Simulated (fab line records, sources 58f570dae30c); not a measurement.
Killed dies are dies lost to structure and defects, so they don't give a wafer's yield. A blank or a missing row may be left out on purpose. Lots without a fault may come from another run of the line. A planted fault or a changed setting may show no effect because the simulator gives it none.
Split-lot experiment | flow berkeley_cmos170 | 5 lots, 23 wafers read, on a route of 331 steps

THE SPLIT
At UCB170_ACTIVE_CVD_05 (deposits Si3N4 from SiH2Cl2/NH3, target thk 220 nm, time 3300 s), the setting temp_c was moved away from the recipe's 800 C on 15 of the 23 wafers read, by -1.5% to +1.4%. The other wafers ran this setting at the recipe's value.

FROM THE SPLIT TO THE READING: what the file shows between them, 3 steps
- UCB170_ACTIVE_THK_MEAS_06
- UCB170_ACTIVE_HMDS_07: prime time 60 s
- UCB170_ACTIVE_COAT_08: resist thk 900 nm

THE READING
oes_product_au, in a.u., at UCB170_ACTIVE_ETCH_15 (etches Si3N4 in CH3F/Ar/O2, stops on SiO2, target depth 242 nm, time 151 s). Fault-free wafers of this fab line usually give 0.938 a.u., standard deviation 0.016 a.u..

wafer  | tool, chamber at the split | temp_c as run, C | against the recipe | oes_product_au, a.u. | against lot-mates on the recipe
L074.1 | -, -                       | 811.4            | +1.4%              | 0.970                | no lot-mate on the recipe
L074.2 | -, -                       | 811.4            | +1.4%              | 0.994                | no lot-mate on the recipe
L074.3 | -, -                       | 811.4            | +1.4%              | 0.999                | no lot-mate on the recipe
L074.4 | -, -                       | 811.4            | +1.4%              | 0.979                | no lot-mate on the recipe
L074.6 | -, -                       | 811.4            | +1.4%              | 0.968                | no lot-mate on the recipe
L076.1 | -, -                       | 800              | recipe             | 0.939                | -
L076.3 | -, -                       | 800              | recipe             | 0.945                | -
L076.4 | -, -                       | 800              | recipe             | 0.939                | -
L076.5 | -, -                       | 800              | recipe             | 0.944                | -
L076.6 | -, -                       | 800              | recipe             | 0.934                | -
L082.1 | lpcvd-01, 0                | 800              | recipe             | 0.912                | -
L082.3 | lpcvd-01, 0                | 800              | recipe             | 0.935                | -
L082.4 | lpcvd-01, 0                | 800              | recipe             | 0.966                | -
L083.1 | -, -                       | 790.9            | -1.1%              | 0.863                | no lot-mate on the recipe
L083.2 | -, -                       | 790.9            | -1.1%              | 0.857                | no lot-mate on the recipe
L083.4 | -, -                       | 790.9            | -1.1%              | 0.830                | no lot-mate on the recipe
L083.5 | -, -                       | 790.9            | -1.1%              | 0.863                | no lot-mate on the recipe
L083.6 | -, -                       | 790.9            | -1.1%              | 0.850                | no lot-mate on the recipe
L084.1 | -, -                       | 788.4            | -1.5%              | 0.827                | no lot-mate on the recipe
L084.2 | -, -                       | 788.4            | -1.5%              | 0.831                | no lot-mate on the recipe
L084.3 | -, -                       | 788.4            | -1.5%              | 0.832                | no lot-mate on the recipe
L084.4 | -, -                       | 788.4            | -1.5%              | 0.837                | no lot-mate on the recipe
L084.5 | -, -                       | 788.4            | -1.5%              | 0.828                | no lot-mate on the recipe

THE FIT
A straight line over all 23 wafers: oes_product_au changes by +0.0542 a.u. for each +1% of temp_c; r = +0.95; the points scatter about the line by 0.02 a.u..
Too few moved wafers have a lot-mate on the recipe to fit a line with each lot's own level taken away.

THE WHOLE CHAIN: every reading that the file lists as answering this split, in the file's order
step                      | what it does                                                               | reading                                                                        | change (the file's fit)                  | r (the file's)
UCB170_ACTIVE_CVD_05      | deposits Si3N4 from SiH2Cl2/NH3, target thk 220 nm, time 3300 s            | Si3N4_of_ACTIVE_CVD_05.thk_nm (the simulator's own value, which no gauge read) | +31.4 nm for each +1% of the setting     | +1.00
UCB170_ACTIVE_THK_MEAS_06 |                                                                            | ACTIVE_NITRIDE_THK                                                             | +31.4 for each +1% of the setting        | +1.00
UCB170_ACTIVE_ETCH_15     | etches Si3N4 in CH3F/Ar/O2, stops on SiO2, target depth 242 nm, time 151 s | oes_product_au                                                                 | +0.0541 a.u. for each +1% of the setting | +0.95
UCB170_ACTIVE_ETCH_15     | etches Si3N4 in CH3F/Ar/O2, stops on SiO2, target depth 242 nm, time 151 s | etch.depth_nm (the simulator's own value, which no gauge read)                 | +22.2 nm for each +1% of the setting     | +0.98

THE FILE'S OWN FIT
oes_product_au changes by +0.0541 a.u. for each +1% of temp_c, r = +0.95.
